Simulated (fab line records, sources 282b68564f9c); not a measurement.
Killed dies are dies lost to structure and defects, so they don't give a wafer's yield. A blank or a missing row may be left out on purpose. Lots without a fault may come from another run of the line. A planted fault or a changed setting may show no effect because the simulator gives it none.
Chamber matching | flow rit_cmos | RIT_GATE_ETCH_19 on rie_si-02: 4 sister chambers
The step etches poly-Si in SF6/CHF3/O2, stops on SiO2, time 165 s, target depth 312.5 nm. 8 wafers are shown with their chamber, then 7 later ones without.

WAFERS WITH THEIR CHAMBER
wafer  | chamber | drypump_motor_current_A (A) | throttle_valve_pct (%)
L749.6 | 0       | 5.9                         | 10.41
L751.1 | 3       | 5.8                         | 10.38
L751.5 | 2       | 5.6                         | 10.24
L753.1 | 2       | 5.6                         | 10.25
L753.4 | 1       | 4.7                         | 10.35
L753.5 | 0       | 5.9                         | 10.40
L757.2 | 3       | 5.7                         | 10.40
L757.5 | 1       | 4.8                         | 10.36

WAFERS WITHOUT THEIR CHAMBER
wafer  | drypump_motor_current_A (A) | throttle_valve_pct (%)
L757.6 | 5.9                         | 10.42
L759.3 | 5.8                         | 10.40
L759.4 | 5.6                         | 10.25
L759.6 | 5.9                         | 10.41
L767.2 | 5.6                         | 10.24
L767.3 | 5.9                         | 10.40
L767.6 | 5.6                         | 10.24

WHICH CHAMBER EACH WENT THROUGH
wafer  | from the rows above     | in truth
L757.6 | 0                       | 0
L759.3 | can't be placed: 3 or 0 | 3
L759.4 | 2                       | 2
L759.6 | 0                       | 0
L767.2 | 2                       | 2
L767.3 | 0                       | 0
L767.6 | 2                       | 2
Placed correctly: 6 of 7. Can't be placed from these rows: 1 (the true chamber is among the candidates in 1). Placed wrongly: 0.
How it was worked out, from the rows above alone: a wafer's distance from a chamber is the root of the sum, over the readings, of the square of ((its reading less the chamber's mean) divided by the reading's scatter). The wafer belongs to the nearest chamber; if the next one is less than 2 further off, it can't be placed. A chamber's mean is the mean of its shown wafers. The scatter: the root of (the sum of the squares of (reading less its chamber's mean) over the shown wafers, divided by (wafers less chambers)).
